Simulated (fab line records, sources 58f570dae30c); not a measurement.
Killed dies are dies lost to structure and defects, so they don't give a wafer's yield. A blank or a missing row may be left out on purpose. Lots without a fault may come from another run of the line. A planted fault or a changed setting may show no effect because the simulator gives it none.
Chamber matching | flow berkeley_cmos170 | UCB170_GATE_ETCH_15 on rie_si-02: 4 sister chambers
The step etches poly-Si in HBr/Cl2, stops on SiO2, time 56.3 s, target depth 278.2 nm. 8 wafers are shown with their chamber, then 7 later ones without.

WAFERS WITH THEIR CHAMBER
wafer  | chamber | drypump_motor_current_A (A) | throttle_valve_pct (%)
L306.5 | 2       | 5.9                         | 26.46
L306.6 | 3       | 4.9                         | 26.53
L305.2 | 2       | 5.9                         | 26.46
L307.3 | 1       | 5.9                         | 26.52
L307.6 | 1       | 5.9                         | 26.51
L311.1 | 3       | 4.9                         | 26.52
L317.2 | 0       | 6.5                         | 26.23
L317.5 | 0       | 6.6                         | 26.24

WAFERS WITHOUT THEIR CHAMBER
wafer  | drypump_motor_current_A (A) | throttle_valve_pct (%)
L317.6 | 4.9                         | 26.51
L321.2 | 5.9                         | 26.46
L321.3 | 5.9                         | 26.52
L321.5 | 5.9                         | 26.45
L325.1 | 5.9                         | 26.46
L325.5 | 6.6                         | 26.23
L325.6 | 5.9                         | 26.52

WHICH CHAMBER EACH WENT THROUGH
wafer  | from the rows above | in truth
L317.6 | 3                   | 3
L321.2 | 2                   | 2
L321.3 | 1                   | 1
L321.5 | 2                   | 2
L325.1 | 2                   | 2
L325.5 | 0                   | 0
L325.6 | 1                   | 1
Placed correctly: 7 of 7. Can't be placed from these rows: 0. Placed wrongly: 0.
How it was worked out, from the rows above alone: a wafer's distance from a chamber is the root of the sum, over the readings, of the square of ((its reading less the chamber's mean) divided by the reading's scatter). The wafer belongs to the nearest chamber; if the next one is less than 2 further off, it can't be placed. A chamber's mean is the mean of its shown wafers. The scatter: the root of (the sum of the squares of (reading less its chamber's mean) over the shown wafers, divided by (wafers less chambers)).
